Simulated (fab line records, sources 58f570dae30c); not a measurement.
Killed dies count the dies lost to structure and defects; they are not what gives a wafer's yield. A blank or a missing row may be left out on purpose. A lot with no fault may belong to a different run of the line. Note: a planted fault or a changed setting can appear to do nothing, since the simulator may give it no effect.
fab line records    flow berkeley-cmos170
[record] lots = 13  wafers = 39  last-day = 12
route steps=331 shown M2@288
lots that met no fault: taken from a fault-free run of the same line
start-h: hours from the record's first day to the start of the lot's first wafer shown    wait-h: hours elapsed since this lot's preceding step    " the same as in the row above    L1.1+2: several wafers, shown together as one row    - no value, or no start given    * or withheld: withheld    < > ~ a bound
route shown NAME@n: NAME is a module with steps in the file, n the number in the route of the first one    usual: average and standard deviation across the fault-free wafers    same: alike in all rows    chamber/n: place in a boat    sites: per-site readings    _std_site: how widely they spread, as a standard deviation    _edge_site: outer sites' mean less inner sites'    radius-mm: how far each site lies from the wafer's centre    mask NAME#n: copy n    behind: tool/chamber where the wafer was last shaped    hold: why the lot went on hold/how many hours it stayed there/how the hold came to an end    device: whichever transistor did not switch (one of n, p or np)    end of line: the route-end tests of the same wafers    step lacking rows: just its recipe    killed: the dies lost at the first sort to structure and to defects; this is not the yield of the wafer    map: per-die view of a wafer (x killed, . not killed, _ where there is no die)
set.NAME: the setting as run; set.NAME@STEP: as run at that earlier step    model.NAME: the simulator's own value behind a step, which no gauge read
steps of the route over a sample of lots; a table a step, a row a wafer
services: a tool's chamber out of use, with start hour (start-h, from the record's first day; less than 0 if before it), hours out, and reason
[[steps]]
[step UCB170_M2_ETCH_17]
[recipe] chemistry = N2/H2  target-depth-a = withheld  overetch-a = withheld  target = BARC  time-s = withheld  source-w = 500  bias-w = 100  pressure-mtorr = 30  n2-flow-sccm = 100  h2-flow-sccm = 200
[usual] drypump-motor-current-A = 5.9/0.41  oes-product-au = 1.006/0.018  throttle-valve-pct = 13.33/0.25
lot.wafer  tool         chamber  start-h  wait-h  drypump-motor-current-A  oes-product-au  throttle-valve-pct
L162.3     rie-diel-04  2        152.51   0.0     5.8                      1.006           12.86
L162.4     "            1        "        "       6.1                      1.001           13.17
L162.6     "            3        "        "       6.8                      1.016           13.03
L163.1     rie-diel-03  1        165.15   0.0     6.2                      1.016           13.54
L163.5     "            1        "        "       6.1                      1.003           13.53
L163.6     "            0        "        "       5.7                      1.047           13.19
L164.1     rie-diel-01  1        166.05   0.0     5.8                      1.006           13.63
L164.5     "            2        "        "       5.6                      1.010           13.56
L164.6     "            3        "        "       6.1                      0.986           13.62
L165.2     rie-diel-01  3        169.19   0.0     6.1                      0.983           13.63
L165.5     "            3        "        "       6.1                      0.996           13.62
L165.6     "            0        "        "       5.5                      1.021           13.22
L166.2     rie-diel-03  1        176.21   0.0     6.2                      1.008           13.52
L166.4     "            3        "        "       5.6                      0.978           13.66
L166.6     "            2        "        "       5.9                      1.001           13.19
L167.1     rie-diel-04  2        176.49   0.0     5.8                      0.997           12.87
L167.3     "            1        "        "       6.1                      1.008           13.18
L167.6     "            0        "        "       5.3                      1.019           13.45
L168.1     rie-diel-04  3        185.90   0.0     6.8                      1.000           13.02
L168.5     "            0        "        "       5.3                      1.007           13.45
L168.6     "            3        "        "       6.8                      1.001           13.03
L169.1     rie-diel-03  3        193.33   0.0     5.6                      0.982           13.66
L169.2     "            1        "        "       6.2                      1.000           13.52
L169.4     "            2        "        "       6.0                      0.997           13.18
L175.4     rie-diel-04  3        206.64   0.0     6.8                      0.857           13.03
L175.5     "            2        "        "       5.8                      0.992           12.85
L175.6     "            3        "        "       6.8                      0.864           13.01
L174.3     rie-diel-04  3        209.08   0.0     6.8                      0.869           13.01
L174.4     "            1        "        "       6.1                      1.010           13.17
L174.6     "            1        "        "       6.1                      1.010           13.19
L184.3     rie-diel-03  0        261.28   0.0     5.7                      1.051           13.18
L184.4     "            1        "        "       6.1                      0.992           13.51
L184.5     "            1        "        "       6.1                      1.001           13.51
L183.3     rie-diel-01  1        261.49   0.0     5.8                      0.989           13.61
L183.4     "            3        "        "       6.1                      0.988           13.62
L183.5     "            1        "        "       5.8                      0.989           13.62
L185.1     rie-diel-01  3        274.86   0.0     6.0                      0.996           13.62
L185.2     "            2        "        "       5.6                      0.964           13.53
L185.4     "            0        "        "       5.5                      1.010           13.21
[[services]]
tool         chamber  start-h  hours  kind
rie-diel-04  0        151.13   -      clean
rie-diel-04  0        151.13   24.6   scheduled-down
rie-diel-04  0        151.13   24.6   vent-cycle
rie-diel-01  0        160.23   2.5    repair
rie-diel-01  2        200.53   -      clean
rie-diel-01  2        200.53   24.3   scheduled-down
rie-diel-01  2        200.53   24.3   vent-cycle
rie-diel-01  -        206.76   0.9    repair
rie-diel-01  -        210.06   2.8    pm
rie-diel-04  2        217.61   -      clean
rie-diel-04  2        217.61   21.5   scheduled-down
rie-diel-04  2        217.61   21.5   vent-cycle
rie-diel-03  1        239.99   -      clean
rie-diel-03  1        239.99   12.2   scheduled-down
rie-diel-03  1        239.99   12.2   vent-cycle
rie-diel-01  0        252.06   3.4    repair
[[key]]
[first-sign] step = UCB170_M2_ETCH_17  reading = oes-product-au  direction = down  sigmas = 7.8  usual = 1.006  struck = 0.863
effect none on later readings
met-at UCB170_M2_ETCH_17
struck-lots L174,L175
struck-wafers L174.3,L175.4,L175.6
onset-between 185.90 206.64
[fault] kind = process-parameter-drift  tool = rie-diel-04  chamber = 3  onset-h = 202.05  steps = UCB170_M2_ETCH_17  channel = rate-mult  offset = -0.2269  shape = step  end-h = 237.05
